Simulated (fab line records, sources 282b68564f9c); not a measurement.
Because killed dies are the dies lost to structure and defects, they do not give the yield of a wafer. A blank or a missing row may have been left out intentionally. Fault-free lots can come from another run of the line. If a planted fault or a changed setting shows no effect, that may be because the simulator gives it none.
8D (eight disciplines) problem report, filled in by code ; flow ritCmos ; the parts of the form that need people (team, actions taken, sign-off) are left out

== 1. WHAT WENT WRONG ==
PLDD_TW at RIT_PLDD_TW_MEAS_10 reads a mean of 30 on 3 wafers of 1 lot; wafers without a fault read 2346 with a standard deviation of 8.6. So: -99 or more standard deviations from the usual mean.
Earliest sighting: wafer L442.2 on filmMetro-01 at day 5 09:11. Wafers with a number at this step in the record: 39, from 13 lots. Rule for "out", or "out of limits": more than 4 standard deviations from the usual mean. All remaining wafers that have a number are taken as sound.

== 2. WHAT IT IS, AND WHAT IT ISN'T ==
question;is;is not
which readings at this step;PLDD_TW;-
which lots;L442;L430, L431, L432, L433, L434, L435, L436, L438, L445, L450, L452, L453
which wafers of those lots;all that have a number;-
read on which gauges;filmMetro-01;filmMetro-02, filmMetro-03
when;from day 5 09:11;"up to then (24 sound wafers); but 12 sound wafers of L445, L450, L452, L453 came after"

== 3. WHAT RULES OUT EACH SUSPECT ==
Counting: any tool at a process step up to the reading is kept as a suspect provided that every lot that is out went through it and no sound lot did after the first of them.
- the gauge at RIT_PLDD_TW_MEAS_10 is ruled out. All the wafers that are out were read on filmMetro-01, but those of them that RIT_NLDD_STRIP_09 has rows for are out there too, on other tools.
- plasmaAsher-03 at RIT_NLDD_STRIP_09 (strips in O2, time 180 s): ruled out as a lasting fault. The sound lots L452, L453 went through it after L442, its earliest lot that is out (day 5 07:34).
Left after counting: nothing in the record.

== 4. THE CAUSE (what the simulator had put in) ==
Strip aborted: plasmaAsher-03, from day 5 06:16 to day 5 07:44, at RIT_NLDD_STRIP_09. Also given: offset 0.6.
It was ruled out by counting, in error; the rule expects a fault to strike all lots run on its tool from its start on, and this fault did not.

== 5. THE CHAIN OF EFFECTS, in route order ==
Rows list readings where the struck wafers' mean (over those with a number) sits beyond 3 standard deviations from the usual. Only readings for which the record gives a usual standard deviation are gone through. hours: the time from each lot's start at the first step in this table that gives one to its start at this step, as a median over the lots. sigmas: the change in usual standard deviations.
hours;step;reading;usual;on struck wafers;change;sigmas
0;RIT_NLDD_STRIP_09;runLengthS;208.8 s;72.2;-136.6;-99 or more
2;RIT_PLDD_TW_MEAS_10;PLDD_TW;2346;30;-2316;-99 or more
Process steps it contains:
- RIT_NLDD_STRIP_09: strips in O2, time 180 s.

== 6. HOW IT WOULD HAVE BEEN CAUGHT EARLIER ==
In this record the first reading out of limits at a measuring or inspecting step was taken at day 5 09:11, 3 hours after the fault began at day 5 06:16.
The tool's own readings at RIT_NLDD_STRIP_09 were out on every struck wafer that the step has a row for (runLengthS): an alarm limit on them would have fired on the first of those.
